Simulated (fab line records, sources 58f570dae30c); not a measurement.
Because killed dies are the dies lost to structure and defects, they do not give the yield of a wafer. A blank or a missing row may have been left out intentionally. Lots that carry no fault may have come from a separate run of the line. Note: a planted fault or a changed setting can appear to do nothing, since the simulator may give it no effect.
The same fault as seen by 2 desks	flow berkeley-cmos170	each desk has only its own numbers; what lay behind them comes last

== AT THE TOOL OWNER'S DESK: pecvd-03 ==
The tool's own readings at UCB170_SPACER_CVD_00 (deposits SiO2 from TEOS/O2, target thk 376 nm, time 47 s): means of the sampled wafers that have a number, for each lot that ran on this tool. Marked OUT: a lot whose mean sits more than 4 standard deviations from the usual mean, which makes it out of limits; the brackets give that distance.
Columns: A = heater-power-w at UCB170_SPACER_CVD_00, usual 269 W
lot	first seen here	A
L779	day 8 04:37	193
L780	day 8 18:33	257
L785	day 9 10:44	221
L786	day 9 19:27	196
L788	day 9 20:00	198
Finding of this desk: none of the 5 lots has anything out of limits.

== METROLOGY DESK ==
Lot by lot, what the gauges showed, no matter which tool ran the lot: averages of those sampled wafers that carry a number. Marked OUT: a lot whose mean sits more than 4 standard deviations from the usual mean, which makes it out of limits; the brackets give that distance.
Columns: A = M2_AL_THK at UCB170_M2_THK_MEAS_03, usual 898 nm; B = M3_OVL at UCB170_M3_OVL_MEAS_16, usual -2 nm
lot	first seen here	A	B
L776	day 8 15:07	890	2
L778	day 9 09:55	906	-3
L777	day 9 10:11	897	3
L779	day 9 10:23	895	-9
L780	day 9 18:46	893	-6
L781	day 9 20:39	898	6
L785	day 10 11:25	907	2
L788	day 10 23:08	897	3
L786	day 11 00:28	904	-2
L790	day 11 09:28	889	-10
L789	day 11 11:15	890	-6
L794	day 16 06:03	912	-8
L793	day 16 06:37	894	-1
L797	day 16 07:49	901	2
L795	day 16 08:10	902	-4
Finding of this desk: none of the 15 lots has anything out of limits.

== TAKEN TOGETHER ==
The desk of the tool owner found nothing out of limits.
The metrology desk saw nothing out of limits.

== WHAT THE SIMULATOR PUT IN ==
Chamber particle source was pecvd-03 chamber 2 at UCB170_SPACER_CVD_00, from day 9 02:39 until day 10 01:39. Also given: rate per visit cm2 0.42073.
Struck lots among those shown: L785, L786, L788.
